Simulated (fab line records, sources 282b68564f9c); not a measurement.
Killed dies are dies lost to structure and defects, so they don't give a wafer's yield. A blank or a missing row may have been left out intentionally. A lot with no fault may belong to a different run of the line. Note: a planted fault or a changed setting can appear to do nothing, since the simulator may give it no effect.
Which tool was responsible? | flow rit cmos | 14 lots, 42 wafers sampled, at 3 steps of a route of 202

## WHAT EACH GAUGE READ, for each wafer
RIT_M1_RS_MEAS_01: measurement is done with a four-point probe.
lot  | measured    | on            | M1_AL_RS (ohm/sq)
L283 | day 4 06:15 | film metro-02 | 0.0749 0.0748 0.0748
L285 | day 5 00:25 | film metro-02 | 0.0723 0.0739 0.0730
L286 | day 5 13:03 | film metro-02 | 0.0732 0.0740 0.0746
L289 | day 6 02:10 | film metro-02 | 0.0729 0.0739 0.0733
L287 | day 6 02:19 | film metro-01 | 0.0737 0.0724 0.0737
L290 | day 6 02:32 | film metro-02 | 0.0730 0.0724 0.0731
L292 | day 6 12:08 | film metro-03 | 0.0717 0.0714 0.0710
L294 | day 6 21:56 | film metro-02 | 0.0741 0.0727 0.0749
L296 | day 6 21:58 | film metro-03 | 0.0741 0.0730 0.0734
L295 | day 6 23:51 | film metro-02 | 0.0726 0.0723 0.0725
L300 | day 7 11:05 | film metro-03 | 0.0717 0.0638 0.0713
L301 | day 7 15:37 | film metro-01 | 0.0761 0.0752 0.0741
L302 | day 7 19:41 | film metro-02 | 0.0740 0.0731 0.0733
L305 | day 8 05:47 | film metro-03 | 0.0730 0.0726 0.0641

RIT_M1_THK_MEAS_02: measures by xrf.
lot  | measured    | on            | M1_AL_THK (nm)
L283 | day 4 06:22 | film metro-02 | 385 389 385
L285 | day 5 00:31 | film metro-02 | 399 391 397
L286 | day 5 13:10 | film metro-02 | 393 389 388
L289 | day 6 02:17 | film metro-02 | 398 392 397
L287 | day 6 02:24 | film metro-01 | 397 404 397
L290 | day 6 02:39 | film metro-02 | 398 398 397
L292 | day 6 12:16 | film metro-03 | 407 410 413
L294 | day 6 22:03 | film metro-02 | 390 400 388
L296 | day 6 22:04 | film metro-03 | 395 397 396
L295 | day 6 23:58 | film metro-02 | 403 399 398
L300 | day 7 11:11 | film metro-03 | 407 455 407
L301 | day 7 15:43 | film metro-01 | 387 389 395
L302 | day 7 19:47 | film metro-02 | 391 393 394
L305 | day 8 05:55 | film metro-03 | 399 398 454

## WHAT TOOL EACH LOT RAN ON (gives the tool, then ch and the chambers of the sampled wafers, and finally the start)
lot  | RIT_M1_SPUTTER_00
L283 | pvd sputter-04, day 4 05:56
L285 | pvd sputter-03, day 5 00:05
L286 | pvd sputter-04, day 5 12:39
L289 | pvd sputter-03, day 6 01:51
L287 | pvd sputter-04, day 6 01:58
L290 | pvd sputter-02, day 6 02:14
L292 | pvd sputter-02, day 6 11:51
L294 | pvd sputter-03, day 6 21:38
L296 | pvd sputter-04, day 6 21:38
L295 | pvd sputter-02, day 6 23:33
L300 | pvd sputter-02, day 7 10:46
L301 | pvd sputter-03, day 7 15:16
L302 | pvd sputter-03, day 7 19:20
L305 | pvd sputter-02, day 8 05:30
- RIT_M1_SPUTTER_00: material Al, target thk 400 nm, time 500 s.

## WHAT THE TOOLS THEMSELVES READ (means of the sampled wafers that have a number; where no wafer has one, the mark that the record gives instead)
RIT_M1_SPUTTER_00.
lot  | tool           | throttle valve pct (%)
L283 | pvd sputter-04 | 29.5
L285 | pvd sputter-03 | 29.8
L286 | pvd sputter-04 | 29.4
L289 | pvd sputter-03 | 31.4
L287 | pvd sputter-04 | 30.4
L290 | pvd sputter-02 | 30.7
L292 | pvd sputter-02 | 30.8
L294 | pvd sputter-03 | 30.4
L296 | pvd sputter-04 | 28.8
L295 | pvd sputter-02 | 30.7
L300 | pvd sputter-02 | 30.4
L301 | pvd sputter-03 | 30.3
L302 | pvd sputter-03 | 30.9
L305 | pvd sputter-02 | 31.0

## THE ANSWER, worked out from the rows above alone
Rule: the usual values come from the lots themselves. Put in order of their means at a reading, lots are off if they are a third of the lots or fewer, leave a main group of 4 or more, and stand apart from it by a gap of 3 or more times the standard deviation of the main group's means; of several such gaps the widest counts. Not used: any main group whose means are identical at the precision the tables above print for the reading. A lot without any number at a reading at which 4 lots or more have one is off too. Any other lot the step has rows for is counted as sound. After the gauges, taken in route order, come the tools' own readings; for these a lot's mean is taken, as printed above. At the first step where some lot is off, the reading lying furthest off is the one used; lots without a number count as furthest.
Nothing can be told from this: no lot is off at any reading shown.

## WHAT WAS PUT IN BY THE SIMULATOR
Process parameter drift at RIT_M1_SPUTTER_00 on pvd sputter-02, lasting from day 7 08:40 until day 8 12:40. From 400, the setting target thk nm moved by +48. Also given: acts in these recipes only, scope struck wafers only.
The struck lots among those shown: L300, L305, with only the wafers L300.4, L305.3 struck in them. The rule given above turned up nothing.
